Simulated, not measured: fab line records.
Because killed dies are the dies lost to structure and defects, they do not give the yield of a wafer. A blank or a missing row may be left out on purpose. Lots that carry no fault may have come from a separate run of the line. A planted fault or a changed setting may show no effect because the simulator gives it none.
A lot that was struck, set against a sound lot | flow berkeley-cmos170 | 38 out of 331 route steps
Sound: these wafers, L615.1, L615.3, L615.5. Struck: wafers L619.3, L619.4, L619.6. Last of all comes the cause.
For every step that has rows: the tool of each side, followed by ch and its chambers, followed by its first start. Under that, the readings that differ: sound wafers | struck wafers | difference of the means | sigmas: that difference in standard deviations of wafers without a fault.
alike: readings with means less than 2 such deviations apart, plus words and numbers identical on both sides. not compared: withheld readings, readings lacking a value on some wafer, bounds such as >300 that could conceal the same value, and numbers that have no deviation in the record and whose values overlap.
A row with sigmas, a row that says differs or no value, or rows on one side alone: a step with any of these is where the two part. Numbers that don't overlap but have no deviation are shown without sigmas and don't part them. A reading missing from all wafers of one side parts the sides only when that side holds two or more wafers.

first, 1 step without rows for these wafers: UCB170_SPACER_CVD_00 (deposits SiO2 from TEOS/O2, target thk 376 nm, time 47 s).
UCB170_SPACER_THK_MEAS_01:
  sound: film-metro-03 at day 9 20:28; struck: film-metro-03 at day 10 06:51
  alike: SPACER_TEOS_THK
then, 1 step without rows for these wafers: UCB170_SPACER_ANNEAL_02 (time 1800 s).
UCB170_SPACER_ETCHBACK_03: etches SiO2 in CHF3/CF4/Ar, stops on Si, target depth 376 nm, time 100 s.
  sound on rie-diel-01 ch 0,3, day 10 03:23; struck on rie-diel-04 ch 0,1, day 10 12:53
  reading                | sound          | struck         | difference | sigmas
  throttle-valve-pct (%) | 6.60 6.52 6.50 | 6.40 6.36 6.41 | -0.15      | -2
  alike: drypump-motor-current-A, oes-product-au
  not compared: rf-hours-counter-h
then, 6 steps without rows for these wafers: UCB170_PSD_HMDS_00 (prime time 60 s); UCB170_PSD_COAT_01 (resist thk 900 nm); UCB170_PSD_SOFTBAKE_02 (time 60 s); UCB170_PSD_EXPOSE_03 (exposes mask PSELECT MOD, target cd 1200 nm); UCB170_PSD_PEB_04; UCB170_PSD_DEVELOP_05 (develop time 45 s).
UCB170_PSD_CD_MEAS_06: target cd 1200 nm.
  sound: cd-sem-01 at day 10 04:38; struck: cd-sem-02 at day 10 13:57
  alike: cd-nm
UCB170_PSD_OVL_MEAS_07:
  sound: overlay-01 at day 10 04:45; struck: overlay-01 at day 10 14:02
  alike: PSD_OVL
UCB170_PSD_IMPLANT_08:
  sound on implanter-03 ch 0, day 10 04:47; struck on implanter-03 ch 0, day 10 14:07
  reading                          | sound                         | struck                      | difference | sigmas
  dose-ions-cm2                    | 2.998e+15 2.998e+15 3.001e+15 | 2.102e+15 2.1e+15 2.096e+15 | -8.997e+14 | -99 or more
  end-station-pressure-torr (Torr) | 1.32e-05 1.31e-05 1.29e-05    | 9.8e-06 9.9e-06 1.04e-05    | -3.0e-06   | -5
  faraday-current-uA               | 9287 9386 9030                | 6482 6342 6638              | -2747      | -14
UCB170_PSD_STRIP_09: strips in O2.
  sound on plasma-asher-03 ch 0,1, day 10 04:56; struck on plasma-asher-02 ch 0,1, day 10 14:15
  reading                      | sound             | struck            | difference | sigmas
  oes-product-au (a.u.)        | 0.594 0.589 0.599 | 0.667 0.653 0.654 | +0.064     | +13
  strip-time-to-endpoint-s (s) | 29.44 29.48 29.47 | 25.58 25.53 25.56 | -3.91      | -42
  alike: drypump-motor-current-A
  not compared: rf-hours-counter-h
UCB170_PSD_TW_MEAS_10:
  sound: film-metro-04 at day 10 05:02; struck: film-metro-03 at day 10 14:20
  reading | sound          | struck         | difference | sigmas
  PSD_TW  | 2360 2351 2351 | 2083 2089 2089 | -267       | -18
then, 7 steps without rows for these wafers: UCB170_PSD_CLEAN_11 (cleans in SPM, time 600 s); UCB170_NSD_HMDS_00 (prime time 60 s); UCB170_NSD_COAT_01 (resist thk 900 nm); UCB170_NSD_SOFTBAKE_02 (time 60 s); UCB170_NSD_EXPOSE_03 (exposes mask NSELECT MOD, target cd 1200 nm); UCB170_NSD_PEB_04; UCB170_NSD_DEVELOP_05 (develop time 45 s).
UCB170_NSD_CD_MEAS_06: target cd 1200 nm.
  sound: cd-sem-02 at day 10 07:05; struck: cd-sem-01 at day 10 17:11
  alike: cd-nm
UCB170_NSD_OVL_MEAS_07:
  sound: overlay-02 at day 10 07:12; struck: overlay-02 at day 10 17:16
  alike: NSD_OVL
next, for these wafers, 1 step has no rows: UCB170_NSD_IMPLANT_08.
UCB170_NSD_STRIP_09: strips in O2.
  sound on plasma-asher-04 ch 0,1, day 10 07:23; struck on plasma-asher-01 ch 0,1, day 10 17:29
  alike: drypump-motor-current-A, oes-product-au, strip-time-to-endpoint-s
  not compared: rf-hours-counter-h
UCB170_NSD_TW_MEAS_10:
  sound: film-metro-01 at day 10 07:29; struck: film-metro-04 at day 10 17:34
  alike: NSD_TW
then, 4 steps without rows for these wafers: UCB170_NSD_CLEAN_11 (cleans in SPM, time 600 s); UCB170_BACKSIDE_HMDS_00 (prime time 60 s); UCB170_BACKSIDE_COAT_01 (resist thk 900 nm); UCB170_BACKSIDE_SOFTBAKE_02 (time 60 s).
UCB170_BACKSIDE_STRIP_03: strips in O2.
  sound on plasma-asher-04 ch 0,1, day 10 08:19; struck on plasma-asher-02 ch 0,1, day 10 18:21
  alike: drypump-motor-current-A, oes-product-au, strip-time-to-endpoint-s
  not compared: rf-hours-counter-h
then, 1 step without rows for these wafers: UCB170_BACKSIDE_CLEAN_04 (cleans in SPM, time 600 s).
UCB170_SDANNEAL_RTA_00: time 10 s.
  sound on rtp-anneal-01 ch 0, day 10 08:35; struck on rtp-anneal-01 ch 0, day 10 18:46
  alike: lamp-power-pct, wafer_temp_C_max
UCB170_SDANNEAL_RTA_01: time 5 s.
  sound on rtp-anneal-01 ch 0, day 10 08:39; struck on rtp-anneal-01 ch 0, day 10 18:50
  alike: lamp-power-pct, wafer_temp_C_max
UCB170_SDANNEAL_RS_MEAS_02: measures by four-point-probe.
  sound: film-metro-03 at day 10 08:43; struck: film-metro-04 at day 10 18:55
  reading         | sound          | struck         | difference | sigmas
  PSD_RS (ohm/sq) | 75.7 75.6 75.7 | 97.5 97.8 97.5 | +21.9      | +66
UCB170_SDANNEAL_RS_MEAS_03: measures by four-point-probe.
  sound: film-metro-03 at day 10 08:50; struck: film-metro-04 at day 10 19:02
  alike: NSD_RS
UCB170_M3_PROBE_99:
  sound: prober-01 at day 11 07:56; struck: prober-02 at day 11 20:20
  reading                              | sound             | struck            | difference | sigmas
  model.etest.contact-ppoly.end-ohm-um | 257.3 229.3 239.7 | 412.3 403 417.4   | +168.8     |
  model.etest.contact-pplus.end-ohm-um | 61.68 61.09 61.69 | 74.29 72.55 74.69 | +12.36     |
  model.etest.vpnp.gain                | 11.53 11.63 11.36 | 10.51 10.56 10.45 | -1.00      |

## WHERE THEY PART
Last at UCB170_SDANNEAL_RS_MEAS_02 as far as this record goes, first at UCB170_SPACER_ETCHBACK_03. Later steps at which nothing parts them and some readings are alike: UCB170_SDANNEAL_RS_MEAS_03.

WHY: whatever the simulator had introduced
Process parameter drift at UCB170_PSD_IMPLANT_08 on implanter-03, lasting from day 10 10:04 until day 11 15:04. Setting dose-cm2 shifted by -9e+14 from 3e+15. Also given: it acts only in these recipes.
